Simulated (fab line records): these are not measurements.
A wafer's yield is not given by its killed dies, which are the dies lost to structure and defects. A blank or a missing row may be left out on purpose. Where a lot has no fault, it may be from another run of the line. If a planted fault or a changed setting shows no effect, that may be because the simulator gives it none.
What tool caused it? :: flow berkeleyCmos170 :: 7 lots with 21 wafers sampled at 2 steps, on a route of 331 steps

== WHAT THE GAUGES SHOWED, per wafer ==
UCB170_GATE_THK_MEAS_02.
lot: L896
measured: day 7 01:39
on: filmMetro-01
GATE_OXIDE_THK (nm): 6.57 6.64 6.57

lot: L898
measured: day 7 08:31
on: filmMetro-02
GATE_OXIDE_THK (nm): 6.59 6.58 6.65

lot: L901
measured: day 7 16:49
on: filmMetro-01
GATE_OXIDE_THK (nm): 8.04 8.02 8.01

lot: L908
measured: day 9 10:44
on: filmMetro-03
GATE_OXIDE_THK (nm): 6.46 6.51 6.56

lot: L910
measured: day 9 10:48
on: filmMetro-02
GATE_OXIDE_THK (nm): 6.57 6.55 6.63

lot: L912
measured: day 9 18:09
on: filmMetro-01
GATE_OXIDE_THK (nm): 6.52 6.67 6.62

lot: L915
measured: day 10 09:50
on: filmMetro-01
GATE_OXIDE_THK (nm): 6.79 6.60 6.80

== EACH LOT AND THE TOOL THAT RAN IT (in order: tool; ch and the chambers of the sampled wafers; start) ==
lot: L896
UCB170_GATE_OXIDATION_01: furnace-01 ch 0, day 7 00:08

lot: L898
UCB170_GATE_OXIDATION_01: furnace-03 ch 0, day 7 06:59

lot: L901
UCB170_GATE_OXIDATION_01: furnace-01 ch 0, day 7 15:19

lot: L908
UCB170_GATE_OXIDATION_01: furnace-03 ch 0, day 9 09:13

lot: L910
UCB170_GATE_OXIDATION_01: furnace-03 ch 0, day 9 09:13

lot: L912
UCB170_GATE_OXIDATION_01: furnace-03 ch 0, day 9 16:38

lot: L915
UCB170_GATE_OXIDATION_01: furnace-03 ch 0, day 10 08:20
- UCB170_GATE_OXIDATION_01: target thk 6.6 nm, ox time 1800 s.

== THE ANSWER, worked out from the rows above alone ==
Rule: what is usual is taken from the lots themselves. The widest of any qualifying gaps counts: lots, ordered by their means at a reading, are off when they make up no more than a third of the lots, leave a main group of 4 or more, and stand apart from it by 3 or more times the standard deviation of that group's means. A main group whose means are all the same, to the digits that the tables above print for the reading, isn't used. A lot without any number at a reading at which 4 lots or more have one is off too. The other lots that the step has rows for count as sound.
Off: L901, seen at UCB170_GATE_THK_MEAS_02 (GATE_OXIDE_THK). The main group: mean 6.60 nm, standard deviation 0.065.
A tool fits if, at a process step before that reading, it ran every lot that is off, and no sound lot after the first of them. The gauges at UCB170_GATE_THK_MEAS_02 are tried like those tools. One fits: furnace-01 at UCB170_GATE_OXIDATION_01. Its last sound lot is L896 (day 7 00:08), its first lot that is off L901 (day 7 15:19): a fault that began between those two fits.

== WHAT THE SIMULATOR HAD INSERTED ==
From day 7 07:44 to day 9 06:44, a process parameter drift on furnace-01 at UCB170_GATE_OXIDATION_01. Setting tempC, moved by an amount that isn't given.
Shown lots that were struck: L901. The same result came from the rule above.
